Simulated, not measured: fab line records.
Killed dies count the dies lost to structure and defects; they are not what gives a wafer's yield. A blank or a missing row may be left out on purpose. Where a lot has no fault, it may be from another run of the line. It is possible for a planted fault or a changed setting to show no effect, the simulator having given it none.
Comparing a struck lot with a sound one    flow rit_cmos    21 steps out of a route of 202
Sound: wafers L238.2, L238.4, L238.6. The struck wafers were L253.1, L253.3, L253.4. Last of all comes the cause.
Each step with rows lists, per side, the tool, then ch with its chambers, then its first start. Under that, the readings that differ: sound wafers    struck wafers    difference of the means    sigmas: that difference in standard deviations of wafers without a fault.
alike: a reading whose means differ by less than 2 such deviations, as well as words and numbers matching on both sides. not compared: withheld readings; readings where some wafer has no value; bounds like >300 that might hide an equal value; numbers whose values overlap and for which the record gives no deviation.
The two part at a step that has a row with sigmas, a row that says differs or no value, or rows on one side only. When numbers do not overlap yet have no deviation, they are printed without sigmas and do not part them. A reading missing from all wafers of one side parts the sides only when that side holds two or more wafers.

first, 6 steps without rows for these wafers: RIT_NRETRO_HMDS_00 (prime time 60 s); RIT_NRETRO_COAT_01 (resist thk 1300 nm); RIT_NRETRO_SOFTBAKE_02 (time 60 s); RIT_NRETRO_EXPOSE_03 (exposes mask M4, target cd 43900 nm); RIT_NRETRO_PEB_04; RIT_NRETRO_DEVELOP_05 (develop time 68 s).
RIT_NRETRO_OVL_MEAS_06:
  sound: overlay-02 at day 2 16:59; struck: overlay-01 at day 5 20:21
  alike: NRETRO_OVL
then, 2 steps without rows for these wafers: RIT_NRETRO_HARDBAKE_07 (time 120 s); RIT_NRETRO_IMPLANT_08.
RIT_NRETRO_STRIP_09: strips in O2, time 180 s.
  sound on plasma_asher-03 ch 1, day 2 17:25; struck on plasma_asher-03 ch 0,1, day 5 20:47
  alike: drypump_motor_current_A
  not compared: rf_hours_counter_h
RIT_NRETRO_TW_MEAS_10:
  sound: film_metro-01 at day 2 17:35; struck: film_metro-03 at day 5 20:58
  alike: NRETRO_TW
then, 1 step without rows for these wafers: RIT_PRETRO_HMDS_00 (prime time 60 s).
RIT_PRETRO_COAT_01: resist thk 1300 nm.
  sound on litho_track-03 ch 0, day 2 17:49; struck on litho_track-01 ch 0, day 5 21:11
reading                                      sound                 struck                difference  sigmas
spin_speed_rpm (rpm)                         2000.8 1999.9 1998.5  1379.4 1379.4 1378.5  -620.6      -99 or more
model.NOVOLAK_of_PRETRO_COAT_01.thk_nm (nm)  1304 1300 1300        1568 1563 1566        +264        
then, 4 steps without rows for these wafers: RIT_PRETRO_SOFTBAKE_02 (time 60 s); RIT_PRETRO_EXPOSE_03 (exposes mask M5, target cd 43700 nm); RIT_PRETRO_PEB_04; RIT_PRETRO_DEVELOP_05 (develop time 68 s).
RIT_PRETRO_OVL_MEAS_06:
  sound: overlay-02 at day 2 18:39; struck: overlay-02 at day 5 22:02
  alike: PRETRO_OVL
RIT_PRETRO_HARDBAKE_07: time 120 s.
  sound on litho_track-01 ch 0, day 2 18:44; struck on litho_track-03 ch 0, day 5 22:04
reading                                      sound           struck          difference  sigmas
model.NOVOLAK_of_PRETRO_COAT_01.thk_nm (nm)  1140 1137 1137  1368 1364 1366  +228        
next, for these wafers, 1 step has no rows: RIT_PRETRO_IMPLANT_08.
RIT_M1_PROBE_99:
  sound: prober-01 at day 3 20:11; struck: prober-02 at day 7 05:26
  alike: killed_at_contacts, killed_at_front_end, killed_dies, killed_open, killed_short

## WHERE THEY PART
At RIT_PRETRO_COAT_01 and nowhere else, as far as this record goes. Later steps at which nothing parts them and some readings are alike: RIT_PRETRO_OVL_MEAS_06, RIT_M1_PROBE_99.

WHY: what the simulator had put in
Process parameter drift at RIT_PRETRO_COAT_01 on litho_track-01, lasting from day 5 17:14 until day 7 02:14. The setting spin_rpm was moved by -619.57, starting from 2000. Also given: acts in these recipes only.
